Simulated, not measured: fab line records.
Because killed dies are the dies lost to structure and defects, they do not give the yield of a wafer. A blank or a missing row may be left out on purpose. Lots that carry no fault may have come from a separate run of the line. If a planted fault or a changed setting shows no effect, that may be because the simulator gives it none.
Comparing a struck lot with a sound one	flow ritCmos	16 steps out of a route of 202
Sound: the wafers L460.1, L460.4, L460.6. The struck wafers were L473.1, L473.5, L473.6. The cause comes at the end.
Each step with rows lists, per side, the tool, then ch with its chambers, then its first start. Under that, the readings that differ: sound wafers	struck wafers	difference of the means	sigmas: that difference in standard deviations of wafers without a fault.
alike: readings whose means differ by less than 2 such deviations, and words and numbers that are the same on both sides. not compared: withheld readings, readings that some wafer has no value for, bounds like >300 that may hide the same value, and numbers for which the record gives no deviation and whose values overlap.
The two part at a step that has a row with sigmas, a row that says differs or no value, or rows on one side only. Non-overlapping numbers with no deviation appear without sigmas and do not part them. A reading that every wafer of one side lacks parts them only if that side has two wafers or more.

first, 1 step without rows for these wafers: RIT_PRETRO_DEVELOP_05 (develop time 68 s).
RIT_PRETRO_OVL_MEAS_06:
  sound on overlay-02 at day 2 23:27; struck on overlay-01 at day 5 17:00
  alike: PRETRO_OVL
then, 2 steps without rows for these wafers: RIT_PRETRO_HARDBAKE_07 (time 120 s); RIT_PRETRO_IMPLANT_08.
RIT_PRETRO_STRIP_09: strips in O2, time 180 s.
  sound on plasmaAsher-02 ch 0,1, day 2 23:53; struck on plasmaAsher-01 ch 0,1, day 5 17:26
  alike: drypumpMotorCurrentA
  not compared: rfHoursCounterH
RIT_PRETRO_TW_MEAS_10:
  sound on filmMetro-03 at day 3 00:04; struck on filmMetro-02 at day 5 17:37
  alike: PRETRO_TW
then, 5 steps without rows for these wafers: RIT_GATE_WET_ETCH_00 (etches SiO2 in BOE, target depth 56 nm, time 60 s); RIT_GATE_CLEAN_01 (cleans in SC1, time 600 s); RIT_GATE_CLEAN_02 (cleans in dHF, time 30 s); RIT_GATE_CLEAN_03 (cleans in SC2, time 600 s); RIT_GATE_CLEAN_04 (cleans in dHF, time 60 s).
RIT_FOX2_THK_MEAS_91:
  sound on filmMetro-01 at day 3 00:33; struck on filmMetro-03 at day 5 18:06
reading	sound	struck	difference	sigmas
FIELD_OXIDE_LEFT_2_THK (nm)	266 268 268	243 249 247	-21	-3
RIT_GATE_OXIDATION_05: target thk 3 nm, ox time 270 s.
  sound on furnace-04 ch 0, day 3 01:52; struck on furnace-04 ch 0, day 5 18:10
reading	sound	struck	difference	sigmas
spikeTcCentreC (C)	902.0 903.6 901.7	897.6 898.1 898.7	-4.3	-4
tubeCenterTempC (C)	900.12 900.11 900.01	895.09 895.09 895.23	-4.94	-62
tube_center_temp_C_max	902.7 902.4 902.1	896.7 897.5 897.7	-5.1	-13
model.SiO2_of_GATE_OXIDATION_05.thkNm (nm)	3.095 3.195 3.198	2.81 2.808 2.763	-0.37	
then, 1 step without rows for these wafers: RIT_GATE_ANNEAL_06 (time 600 s).
RIT_GATE_THK_MEAS_07:
  sound on filmMetro-03 at day 3 04:18; struck on filmMetro-04 at day 5 21:25
reading	sound	struck	difference	sigmas
GATE_OXIDE_THK (nm)	3.04 3.20 3.16	2.88 2.80 2.76	-0.32	-4
  not compared: hold
RIT_M1_PROBE_99:
  sound on prober-02 at day 4 03:29; struck on prober-01 at day 6 21:11
reading	sound	struck	difference	sigmas
model.etest.pmos_0p3.rOnOhmUm	6429 6726 6734	5947 5898 5813	-744	
model.etest.nmos_0p3.rOnOhmUm	2192 2261 2226	2084 2087 2046	-154	
model.etest.nmosNarrow.driveUaUm	222.3 211 208.6	250.9 252.2 252.9	+38.0	
model.etest.nmos_0p3.driveUaUm	224.3 214 212.8	242.8 246 248.9	+28.9	
model.etest.pmos_0p3.driveUaUm	97.71 91.72 91.28	110.5 112.6 114.9	+19.1	
model.etest.pmosNarrow.driveUaUm	97.61 91.98 91.79	113.8 114.8 116.6	+21.3	
model.etest.nmos_0p15.swingMvDec	87.41 87.58 87.26	84.74 84.97 84.22	-2.77	
model.etest.pmos_0p15.swingMvDec	85.75 85.96 85.67	83.05 83.34 82.87	-2.71	
  alike: killedAtFrontEnd, killedDies, killedOnRim, killedOpen, killedShort

## WHERE THEY PART
Earliest at RIT_FOX2_THK_MEAS_91; latest, in this record, at RIT_GATE_THK_MEAS_07. Later steps at which nothing parts them and some readings are alike: RIT_M1_PROBE_99.

WHY: what had been put in by the simulator
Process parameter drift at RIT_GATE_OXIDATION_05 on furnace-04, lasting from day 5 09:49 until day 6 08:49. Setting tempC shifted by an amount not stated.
